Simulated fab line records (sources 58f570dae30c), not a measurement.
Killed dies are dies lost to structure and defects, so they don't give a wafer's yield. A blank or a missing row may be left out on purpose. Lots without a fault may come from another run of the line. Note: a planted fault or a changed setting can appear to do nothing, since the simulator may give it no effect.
8D (eight disciplines) problem report, filled in by code | flow berkeleyCmos170 | the parts of the form that need people (team, actions taken, sign-off) are left out

1. WHAT WENT WRONG
Mean of cdNm at UCB170_CONTACT_CD_MEAS_15: 709.8 nm across 12 wafers in 4 lots; on wafers with no fault it is 699.8 nm (standard deviation 1.4). That puts it +7.1 standard deviations away from the usual mean.
The step: target cd 700 nm.
Earliest sighting: wafer L840.3 on cdSem-02 at day 10 10:28. Wafers with a number at this step in the record: 48, from 16 lots. The rule behind "out" and "out of limits": a value lying over 4 standard deviations away from the usual mean. Any other wafer with a number is counted as sound.

2. WHAT THIS IS AND IS NOT
question                    | is                     | is not
which readings at this step | cdNm                   | -
which lots                  | L839, L840, L842, L843 | L823, L824, L825, L826, L827, L828, L829, L830, L831, L832, L835, L836
which wafers of those lots  | all that have a number | -
read on which gauges        | cdSem-01, cdSem-02     | -
when                        | from day 10 10:28      | up to then (36 sound wafers)

3. THE SUSPECTS, EACH WITH WHAT RULES IT OUT
Counting: any tool at a process step up to the reading is kept as a suspect provided that every lot that is out went through it and no sound lot did after the first of them.
- the gauge at UCB170_CONTACT_CD_MEAS_15 is ruled out. Those wafers that are out were read across 2 gauges (cdSem-01, cdSem-02).
- krfScanner-02 at UCB170_CONTACT_EXPOSE_12 (exposes mask CONT, target cd 700 nm): kept. It ran every lot that is out, first L840 (day 10 10:04), and no sound lot after that; its last sound lot up to then is L836 (day 9 09:34). Its own exposureDoseMJCm2 readings are out on those wafers.
After counting, what remains is krfScanner-02 at UCB170_CONTACT_EXPOSE_12.

4. THE CAUSE (what the simulator had put in)
Process parameter drift: krfScanner-02, from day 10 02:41 on, at UCB170_CONTACT_EXPOSE_12. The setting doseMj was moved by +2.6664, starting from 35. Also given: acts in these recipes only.
This tool alone remained once counting was done.

5. THE CHAIN OF EFFECTS, in route order
Each row: a reading where the mean over the struck wafers with a number is more than 3 standard deviations away from the usual. Only readings whose record carries a usual standard deviation are examined. hours: median over the lots of the time between each lot's start at the first step of this table that gives one and its start at this step. sigmas: the change, counted in usual standard deviations.
hours | step                      | reading           | usual    | on struck wafers | change | sigmas
0     | UCB170_CONTACT_EXPOSE_12  | exposureDoseMJCm2 | 34.97    | 37.03            | +2.06  | +59
0     | UCB170_CONTACT_CD_MEAS_15 | cdNm              | 699.8 nm | 709.8            | +10.0  | +7.1
Process steps it contains:
- UCB170_CONTACT_EXPOSE_12: exposes mask CONT, target cd 700 nm.
Later measuring or inspecting steps at which every struck wafer that the step has a row for has a number for every such reading, and none has moved that far: UCB170_CONTACT_OVL_MEAS_16.

6. HOW IT WOULD HAVE BEEN CAUGHT EARLIER
In this record the first reading out of limits at a measuring or inspecting step was taken at day 10 10:28, 8 hours after the fault began at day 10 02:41.
The tool's own readings at UCB170_CONTACT_EXPOSE_12 were out on every struck wafer that the step has a row for (exposureDoseMJCm2): an alarm limit on them would have fired on the first of those.
L839, L842, L843, from the lots that are out (4), started UCB170_CONTACT_EXPOSE_12 on krfScanner-02 later than day 10 10:28. A hold on the tool at that time would have spared those 3.
